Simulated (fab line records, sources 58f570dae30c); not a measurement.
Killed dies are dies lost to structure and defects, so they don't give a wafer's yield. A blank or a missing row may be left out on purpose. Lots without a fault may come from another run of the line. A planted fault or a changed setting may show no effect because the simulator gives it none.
Chamber matching | flow berkeley_cmos170 | UCB170_V2_CVD_00 on pecvd-03: 3 sister chambers
The step deposits SiO2 from TEOS/O2, target thk 2000 nm, time 250 s. 3 wafers are shown with their chamber, then 7 later ones without.

WAFERS WITH THEIR CHAMBER
wafer  | chamber | heater_power_w (W)
L631.4 | 0       | 181
L642.1 | 2       | 344
L642.2 | 1       | 236

WAFERS WITHOUT THEIR CHAMBER
wafer  | heater_power_w (W)
L642.3 | 240
L643.1 | 253
L643.3 | 252
L643.5 | 332
L644.2 | 232
L644.3 | 348
L644.4 | 178

WHICH CHAMBER EACH WENT THROUGH
wafer  | from the rows above | in truth
L642.3 | 1                   | 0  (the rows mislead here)
L643.1 | 1                   | 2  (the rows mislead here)
L643.3 | 1                   | 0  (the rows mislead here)
L643.5 | 2                   | 2
L644.2 | 1                   | 1
L644.3 | 2                   | 2
L644.4 | 0                   | 0
Placed correctly: 4 of 7. Can't be placed from these rows: 0. Placed wrongly: 3.
How it was worked out, from the rows above alone: a wafer's distance from a chamber is the root of the sum, over the readings, of the square of ((its reading less the chamber's mean) divided by the reading's scatter). The wafer belongs to the nearest chamber; if the next one is less than 2 further off, it can't be placed. A chamber's mean is the mean of its shown wafers. The scatter: with one shown wafer a chamber, the root of the mean of the squares of how far each hidden wafer lies from its nearest shown one.
